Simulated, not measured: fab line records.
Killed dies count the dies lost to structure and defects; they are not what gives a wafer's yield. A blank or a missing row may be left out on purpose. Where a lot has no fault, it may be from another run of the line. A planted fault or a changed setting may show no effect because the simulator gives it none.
Split-lot study | flow berkeley_cmos170 | 5 lots, 23 wafers read, on a route of 331 steps

## SPLIT DETAILS
At UCB170_M2_SPUTTER_01 (material Al, target thk 900 nm, time 120 s), the setting time_s was moved away from the recipe's 120 s on 11 of the 23 wafers read, by -11.9% to +7.4%. The other wafers ran this setting at the recipe's value.

## FROM THE SPLIT TO THE READING: what the file shows between them, 6 steps
- UCB170_M2_RS_MEAS_02: measures by four-point-probe
- UCB170_M2_THK_MEAS_03: measures by xrf
- UCB170_M2_PEB_13 (also split here: peb_temp_c)
- UCB170_M2_DEVELOP_14: develop time 45 s
- UCB170_M2_CD_MEAS_15: target cd 700 nm
- UCB170_M2_ETCH_17: etches BARC in N2/H2

## THE READING
oes_product_au, in a.u., at UCB170_M2_METAL_ETCH_18 (etches Al in Cl2/BCl3, stops on SiO2, target depth 1170 nm, time 195 s). A value of 0.845 a.u. with a standard deviation of 0.012 a.u. is what fault-free wafers of this fab line usually give.

wafer  | tool, chamber at the split | time_s as run, s | against the recipe | oes_product_au, a.u. | against lot-mates on the recipe
L078.1 | pvd_sputter-04, -          | 127.8            | +6.5%              | 0.859                | +0.033
L078.2 | pvd_sputter-04, -          | 120              | recipe             | 0.833                | -
L078.3 | pvd_sputter-04, -          | 127.8            | +6.5%              | 0.880                | +0.054
L078.4 | pvd_sputter-04, -          | 120              | recipe             | 0.819                | -
L078.5 | pvd_sputter-04, -          | 127.8            | +6.5%              | 0.869                | +0.043
L083.1 | pvd_sputter-03, -          | 120              | recipe             | 0.842                | -
L083.2 | pvd_sputter-03, -          | 120              | recipe             | 0.851                | -
L083.4 | pvd_sputter-03, -          | 115              | -4.2%              | 0.826                | -0.021
L083.5 | pvd_sputter-03, -          | 115              | -4.2%              | 0.834                | -0.013
L083.6 | pvd_sputter-03, -          | 115              | -4.2%              | 0.828                | -0.019
L082.1 | pvd_sputter-02, -          | 120              | recipe             | 0.875                | -
L082.2 | pvd_sputter-02, -          | 120              | recipe             | 0.864                | -
L082.3 | pvd_sputter-02, -          | 120              | recipe             | 0.867                | -
L082.4 | pvd_sputter-02, -          | 105.7            | -11.9%             | 0.803                | -0.066
L082.5 | pvd_sputter-02, -          | 105.7            | -11.9%             | 0.805                | -0.064
L085.1 | pvd_sputter-03, -          | 128.9            | +7.4%              | 0.873                | +0.038
L085.2 | pvd_sputter-03, -          | 128.9            | +7.4%              | 0.874                | +0.039
L085.3 | pvd_sputter-03, -          | 128.9            | +7.4%              | 0.879                | +0.044
L085.4 | pvd_sputter-03, -          | 120              | recipe             | 0.838                | -
L085.6 | pvd_sputter-03, -          | 120              | recipe             | 0.833                | -
L084.1 | pvd_sputter-02, -          | 120              | recipe             | 0.845                | -
L084.5 | pvd_sputter-02, -          | 120              | recipe             | 0.851                | -
L084.6 | pvd_sputter-02, -          | 120              | recipe             | 0.851                | -

THE FIT
A straight line over all 23 wafers: oes_product_au changes by +0.00368 a.u. for each +1% of time_s; r = +0.86; the points scatter about the line by 0.012 a.u.
The same after taking each lot's own level away (the mean of its wafers on the recipe; 23 wafers): +0.00554 a.u. for each +1%; r = +0.98; scatter 0.0059 a.u.
The reading moves by 0.066 a.u. for the largest change in time_s, on that fit.
Measured against the standard deviation above, the lots' own levels, which go from 0.8260 to 0.8687 a.u., span 3.6 times it.
Thus the slope moves with the lot-to-lot level: the two fits are different.
Check: for one of the wafers moved furthest among these (-11.9%), held out of the fit, the line's prediction against its lot-mates is -0.0638 a.u. It came out at -0.0657 a.u. against them.

## ADDITIONAL SPLITS CARRIED BY THESE WAFERS
Before the reading, these wafers also passed through other splits. Each is held against what the fit with the lots' levels taken away leaves over:
other split on the same wafers | wafers away from the commonest value | r with oes_product_au (lot level and that fit taken away)
UCB170_V1_EXPOSE_09 dose_mj    | 7                                    | +0.25
UCB170_M2_PEB_13 peb_temp_c    | 9                                    | -0.20

## THE WHOLE CHAIN: every reading that the file lists as answering this split, in the file's order
step                    | what it does                                                           | reading                                                                     | change (the file's fit)                   | r (the file's)
UCB170_M2_SPUTTER_01    | material Al, target thk 900 nm, time 120 s                             | Al_of_M2_SPUTTER_01.thk_nm (the simulator's own value, which no gauge read) | +8.93 nm for each +1% of the setting      | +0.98
UCB170_M2_RS_MEAS_02    | measures by four-point-probe                                           | M2_AL_RS                                                                    | -0.000341 for each +1% of the setting     | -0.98
UCB170_M2_THK_MEAS_03   | measures by xrf                                                        | M2_AL_THK                                                                   | +8.91 for each +1% of the setting         | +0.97
UCB170_M2_METAL_ETCH_18 | etches Al in Cl2/BCl3, stops on SiO2, target depth 1170 nm, time 195 s | oes_product_au                                                              | +0.00554 a.u. for each +1% of the setting | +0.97

## FILE'S OWN FIT
oes_product_au changes by +0.00554 a.u. for each +1% of time_s, r = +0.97.
